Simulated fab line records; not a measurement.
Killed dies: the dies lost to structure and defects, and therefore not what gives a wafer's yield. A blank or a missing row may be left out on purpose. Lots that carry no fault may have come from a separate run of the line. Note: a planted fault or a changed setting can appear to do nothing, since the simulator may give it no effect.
Split-lot trial -- flow berkeley-cmos170 -- route with 331 steps; 5 lots, 23 wafers read

== ABOUT THE SPLIT ==
At UCB170_ACTIVE_COAT_08 (resist thk 900 nm), the setting spin-rpm was moved away from the recipe's 1500 rpm on 11 of the 23 wafers read, by -6.3% to +2.5%. This setting was run at the recipe's value on the other wafers.

== FROM THE SPLIT TO THE READING: what the file shows between them, 2 steps ==
- UCB170_ACTIVE_SOFTBAKE_09: time 60 s
- UCB170_ACTIVE_EXPOSE_10: exposes mask ACTIVE, target cd 1200 nm

== THE READING ==
KrF_of_ACTIVE_COAT_08.thk-nm (the simulator's own value, which no gauge read), in nm, at UCB170_ACTIVE_ETCH_15 (etches Si3N4 in CH3F/Ar/O2, stops on SiO2, target depth 242 nm, time 151 s). The file does not state a usual value for it. The 12 wafers here that ran the recipe average 724.3 nm, standard deviation 6.2 nm.

wafer,"tool, chamber at the split","spin-rpm as run, rpm",against the recipe,"KrF_of_ACTIVE_COAT_08.thk-nm, nm",against lot-mates on the recipe
L076.1,"litho-track-04, 0",1406,-6.3%,749.4,+20.6
L076.2,"litho-track-04, 0",1500,recipe,733,-
L076.3,"litho-track-04, 0",1500,recipe,731.1,-
L076.4,"litho-track-04, 0",1406,-6.3%,746.5,+17.7
L076.6,"litho-track-04, 0",1500,recipe,722.2,-
L078.1,"litho-track-03, 0",1537,+2.5%,707.3,-11.0
L078.2,"litho-track-03, 0",1537,+2.5%,711.9,-6.4
L078.3,"litho-track-03, 0",1537,+2.5%,704.7,-13.5
L078.4,"litho-track-03, 0",1500,recipe,716.8,-
L078.6,"litho-track-03, 0",1500,recipe,719.7,-
L081.1,"litho-track-01, 0",1449,-3.4%,749.4,+17.9
L081.2,"litho-track-01, 0",1449,-3.4%,743.6,+12.1
L081.4,"litho-track-01, 0",1449,-3.4%,752.2,+20.7
L081.5,"litho-track-01, 0",1500,recipe,728.2,-
L081.6,"litho-track-01, 0",1500,recipe,734.8,-
L082.1,"litho-track-01, 0",1468,-2.1%,735.2,+10.4
L082.2,"litho-track-01, 0",1500,recipe,720.8,-
L082.3,"litho-track-01, 0",1468,-2.1%,730.2,+5.4
L082.4,"litho-track-01, 0",1500,recipe,728.8,-
L082.6,"litho-track-01, 0",1468,-2.1%,729.2,+4.4
L083.3,"litho-track-04, 0",1500,recipe,719.4,-
L083.5,"litho-track-04, 0",1500,recipe,719.8,-
L083.6,"litho-track-04, 0",1500,recipe,717.3,-

THE FIT
A straight line over all 23 wafers: KrF_of_ACTIVE_COAT_08.thk-nm changes by -4.99 nm for each +1% of spin-rpm; r = -0.88; the points scatter about the line by 6.5 nm.
The same after taking each lot's own level away (the mean of its wafers on the recipe; 23 wafers): -3.68 nm for each +1%; r = -0.92; scatter 3.9 nm.
According to that fit, moving spin-rpm by its largest amount changes the reading by 23 nm.
From 718.25 to 731.50 nm: that is the span of the lots' own levels, equal to 2.2 times the standard deviation above.
Hence the slope depends on the lot-to-lot level, as the two fits are not the same.
Check: +23.8 nm against its lot-mates is what the line predicts for one of the wafers moved furthest among these (-6.3%) when that wafer is left out of the fit. Against them it came out at +20.6 nm.

== THE OTHER SPLITS THESE WAFERS WENT THROUGH ==
Note: prior to the reading, these wafers also went through further splits. Each is held against what the fit with the lots' levels taken away leaves over:
other split on the same wafers,wafers away from the commonest value,r with KrF_of_ACTIVE_COAT_08.thk-nm (lot level and that fit taken away)
UCB170_NWELL_PEB_10 peb-temp-c,7,-0.21
UCB170_NWELL_ETCH_13 over-etch-frac,8,-0.18
UCB170_PWELL_COAT_08 resist-thk-nm,8,-0.27
UCB170_PWELL_DEVELOP_12 develop-time-s,9,-0.08
UCB170_ACTIVE_OXIDATION_02 ox-time-s,15,+0.23

== THE WHOLE CHAIN: every reading that the file lists as answering this split, in the file's order ==
step,what it does,reading,change (the file's fit),r (the file's)
UCB170_ACTIVE_COAT_08,resist thk 900 nm,"KrF_of_ACTIVE_COAT_08.thk-nm (the simulator's own value, which no gauge read)",-4.49 nm for each +1% of the setting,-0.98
UCB170_ACTIVE_ETCH_15,"etches Si3N4 in CH3F/Ar/O2, stops on SiO2, target depth 242 nm, time 151 s","KrF_of_ACTIVE_COAT_08.thk-nm (the simulator's own value, which no gauge read)",-3.54 nm for each +1% of the setting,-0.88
UCB170_ACTIVE_STRIP_16,strips in O2,strip-time-to-endpoint-s,withheld for each +1% of the setting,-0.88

== FILE'S OWN FIT ==
KrF_of_ACTIVE_COAT_08.thk-nm changes by -3.54 nm for each +1% of spin-rpm, r = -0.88.
